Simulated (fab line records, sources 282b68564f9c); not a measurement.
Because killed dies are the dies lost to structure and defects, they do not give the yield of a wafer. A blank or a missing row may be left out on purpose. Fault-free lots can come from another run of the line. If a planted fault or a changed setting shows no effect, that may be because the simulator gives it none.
Tool commonality check || flow rit cmos || 13 lots and 39 wafers in the sample

== REASON IT WAS OPENED ==
At RIT_SPACER_THK_MEAS_04 the reading SPACER_NITRIDE_THK is flagged on 2 of 13 lots. Fault-free wafers read 250.3 nm, with a standard deviation of 2.4.
Rule: a lot is flagged when every wafer of it that has a number lies more than 4 standard deviations from that mean, or none has a number. The rest of the lots are taken to be sound.

{"lot": "L916", "measured": "day 2 21:37", "on": "film metro-01", "SPACER_NITRIDE_THK (nm), wafer by wafer": "248.7 248.8 248.3", "flag": ""}
{"lot": "L917", "measured": "day 3 04:04", "on": "film metro-03", "SPACER_NITRIDE_THK (nm), wafer by wafer": "250.2 252.6 251.5", "flag": ""}
{"lot": "L918", "measured": "day 3 12:06", "on": "film metro-01", "SPACER_NITRIDE_THK (nm), wafer by wafer": "249.3 247.9 250.3", "flag": ""}
{"lot": "L919", "measured": "day 3 14:28", "on": "film metro-01", "SPACER_NITRIDE_THK (nm), wafer by wafer": "255.6 256.5 254.7", "flag": ""}
{"lot": "L920", "measured": "day 3 18:28", "on": "film metro-03", "SPACER_NITRIDE_THK (nm), wafer by wafer": "252.5 250.2 252.9", "flag": ""}
{"lot": "L921", "measured": "day 3 23:40", "on": "film metro-04", "SPACER_NITRIDE_THK (nm), wafer by wafer": "246.8 249.1 248.4", "flag": ""}
{"lot": "L922", "measured": "day 4 06:00", "on": "film metro-04", "SPACER_NITRIDE_THK (nm), wafer by wafer": "250.9 249.3 251.8", "flag": ""}
{"lot": "L923", "measured": "day 4 14:02", "on": "film metro-03", "SPACER_NITRIDE_THK (nm), wafer by wafer": "246.1 247.6 247.1", "flag": ""}
{"lot": "L925", "measured": "day 4 19:17", "on": "film metro-04", "SPACER_NITRIDE_THK (nm), wafer by wafer": "253.5 253.2 253.4", "flag": ""}
{"lot": "L926", "measured": "day 5 00:32", "on": "film metro-04", "SPACER_NITRIDE_THK (nm), wafer by wafer": "249.4 249.0 249.8", "flag": ""}
{"lot": "L928", "measured": "day 5 13:53", "on": "film metro-04", "SPACER_NITRIDE_THK (nm), wafer by wafer": "238.6 237.6 235.7", "flag": "FLAGGED"}
{"lot": "L930", "measured": "day 5 22:42", "on": "film metro-01", "SPACER_NITRIDE_THK (nm), wafer by wafer": "232.0 231.3 232.9", "flag": "FLAGGED"}
{"lot": "L933", "measured": "day 6 15:10", "on": "film metro-04", "SPACER_NITRIDE_THK (nm), wafer by wafer": "247.9 249.5 249.9", "flag": ""}
On average the flagged lots' numbers are 234.7 nm, which is -15.6 nm against the usual, or -7 standard deviations.

== TOOL THAT RAN EACH LOT ==
The record holds 1 process step before the reading, out of a route of 202 steps. Read each cell as the tool, then ch plus the chambers that the sampled wafers visited, then the start.
{"lot": "L916", "flag": "", "RIT_SPACER_CVD_03": "lpcvd-02 ch 1, day 2 19:43"}
{"lot": "L917", "flag": "", "RIT_SPACER_CVD_03": "lpcvd-01 ch 1, day 3 02:08"}
{"lot": "L918", "flag": "", "RIT_SPACER_CVD_03": "lpcvd-01 ch 1, day 3 10:11"}
{"lot": "L919", "flag": "", "RIT_SPACER_CVD_03": "lpcvd-01 ch 0, day 3 12:34"}
{"lot": "L920", "flag": "", "RIT_SPACER_CVD_03": "lpcvd-01 ch 0, day 3 16:32"}
{"lot": "L921", "flag": "", "RIT_SPACER_CVD_03": "lpcvd-02 ch 0, day 3 21:45"}
{"lot": "L922", "flag": "", "RIT_SPACER_CVD_03": "lpcvd-01 ch 1, day 4 03:06"}
{"lot": "L923", "flag": "", "RIT_SPACER_CVD_03": "lpcvd-01 ch 0, day 4 12:07"}
{"lot": "L925", "flag": "", "RIT_SPACER_CVD_03": "lpcvd-01 ch 1, day 4 17:22"}
{"lot": "L926", "flag": "", "RIT_SPACER_CVD_03": "lpcvd-02 ch 1, day 4 22:37"}
{"lot": "L928", "flag": "FLAGGED", "RIT_SPACER_CVD_03": "lpcvd-02 ch 1, day 5 11:59"}
{"lot": "L930", "flag": "FLAGGED", "RIT_SPACER_CVD_03": "lpcvd-02 ch 1, day 5 20:46"}
{"lot": "L933", "flag": "", "RIT_SPACER_CVD_03": "lpcvd-01 ch 0, day 6 13:15"}
What these steps do:
- RIT_SPACER_CVD_03: deposits Si3N4 from SiH2Cl2/NH3, target thk 250 nm, time 3300 s.
- RIT_SPACER_THK_MEAS_04

== FLAGGED OVER TOTAL, TOOL BY TOOL (the gauges that took the reading come last) ==
{"step": "RIT_SPACER_CVD_03", "tool": "lpcvd-01", "lots run": 8, "flagged": 0, "share of the flagged lots": "none", "sound lots run after its first flagged lot": "-"}
{"step": "RIT_SPACER_CVD_03", "tool": "lpcvd-02", "lots run": 5, "flagged": 2, "share of the flagged lots": "all", "sound lots run after its first flagged lot": 0}
{"step": "RIT_SPACER_THK_MEAS_04", "tool": "film metro-01", "lots run": 4, "flagged": 1, "share of the flagged lots": "some", "sound lots run after its first flagged lot": 0}
{"step": "RIT_SPACER_THK_MEAS_04", "tool": "film metro-03", "lots run": 3, "flagged": 0, "share of the flagged lots": "none", "sound lots run after its first flagged lot": "-"}
{"step": "RIT_SPACER_THK_MEAS_04", "tool": "film metro-04", "lots run": 6, "flagged": 1, "share of the flagged lots": "some", "sound lots run after its first flagged lot": "1 (L933)"}

== WHAT IS ALLOWED BY THE TABLE ==
1 row of the table ran every flagged lot: lpcvd-02 at RIT_SPACER_CVD_03.
- lpcvd-02 at RIT_SPACER_CVD_03: 2 of its 5 lots flagged. A fault beginning between L926 (day 4 22:37), its last sound lot, and L928 (day 5 11:59), its first flagged one, fits the data. Its own readings lie more than 4 standard deviations out on every wafer of the flagged lots: pressure mtorr.
Just one tool remains: lpcvd-02 at RIT_SPACER_CVD_03.

== WHAT HAD BEEN PUT IN BY THE SIMULATOR ==
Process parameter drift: lpcvd-02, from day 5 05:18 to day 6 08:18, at RIT_SPACER_CVD_03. From 300, the setting pressure mtorr moved by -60. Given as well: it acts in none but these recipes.
Struck lots among those shown: L928, L930. This agrees with what the rule above found.
